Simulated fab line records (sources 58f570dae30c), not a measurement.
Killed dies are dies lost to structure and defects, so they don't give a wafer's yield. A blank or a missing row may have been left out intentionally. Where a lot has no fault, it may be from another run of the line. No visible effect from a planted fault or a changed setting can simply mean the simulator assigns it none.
Which tool was responsible? + flow berkeley cmos170 + 7 lots with 21 wafers sampled at 3 steps, on a route of 331 steps

== WHAT EACH GAUGE READ, for each wafer ==
UCB170_NLDD_TW_MEAS_11.
| lot  | measured     | on            | NLDD_TW        |
|------|--------------|---------------|----------------|
| L263 | day 6 14:01  | film metro-04 | 2221 2225 2216 |
| L266 | day 7 00:46  | film metro-01 | 2240 2227 2241 |
| L265 | day 7 13:44  | film metro-01 | 2251 2245 2233 |
| L272 | day 8 12:44  | film metro-01 | 2213 2230 2216 |
| L276 | day 9 11:50  | film metro-03 | 2133 2136 2123 |
| L280 | day 10 08:51 | film metro-04 | 2118 2111 2104 |
| L284 | day 11 05:09 | film metro-04 | 2240 2214 2221 |

== WHICH TOOL RAN EACH LOT (tool, then ch and the chambers of the sampled wafers, then the start) ==
| lot  | UCB170_NVT_STRIP_08                  | UCB170_NLDD_IMPLANT_08          |
|------|--------------------------------------|---------------------------------|
| L263 | plasma asher-03 ch 0,1, day 5 15:46  | implanter-02 ch 0, day 6 13:37  |
| L266 | plasma asher-04 ch 0,1, day 6 08:35  | implanter-04 ch 0, day 7 00:22  |
| L265 | plasma asher-03 ch 0,1, day 6 14:55  | implanter-03 ch 0, day 7 13:20  |
| L272 | plasma asher-03 ch 0,1, day 7 17:46  | implanter-02 ch 0, day 8 12:20  |
| L276 | plasma asher-03 ch 0,1, day 8 12:45  | implanter-02 ch 0, day 9 11:29  |
| L280 | plasma asher-03 ch 0,1, day 9 11:50  | implanter-02 ch 0, day 10 08:25 |
| L284 | plasma asher-03 ch 0,1, day 10 07:37 | implanter-04 ch 0, day 11 04:45 |
- UCB170_NVT_STRIP_08: strips in O2.
- UCB170_NLDD_IMPLANT_08

== THE ANSWER, worked out from the rows above alone ==
Rule: usual is defined by the lots themselves. The widest of any qualifying gaps counts: lots, ordered by their means at a reading, are off when they make up no more than a third of the lots, leave a main group of 4 or more, and stand apart from it by 3 or more times the standard deviation of that group's means. The tables above print the reading to a certain number of digits; a main group whose means all agree to those digits is not used. Also off: a lot with no number at a reading for which 4 or more lots have one. All remaining lots with rows at the step are treated as sound.
Off: L276, L280, seen at UCB170_NLDD_TW_MEAS_11 (NLDD_TW). Mean 2229 and standard deviation 9.1 in the main group.
A tool fits if, at a process step before that reading, it ran every lot that is off, and no sound lot after the first of them. Those tools and the gauges at UCB170_NLDD_TW_MEAS_11 are tried in the same way. One fits: UCB170_NLDD_IMPLANT_08 on implanter-02. A fault onset in the window from L272 (day 8 12:20, its last sound lot) to L276 (day 9 11:29, its first lot off) fits.

== WHAT WAS PUT IN BY THE SIMULATOR ==
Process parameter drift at UCB170_NLDD_IMPLANT_08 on implanter-02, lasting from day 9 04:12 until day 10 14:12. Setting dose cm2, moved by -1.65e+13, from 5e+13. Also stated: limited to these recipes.
Lots struck among those shown: L276, L280. The rule given above showed the same thing.
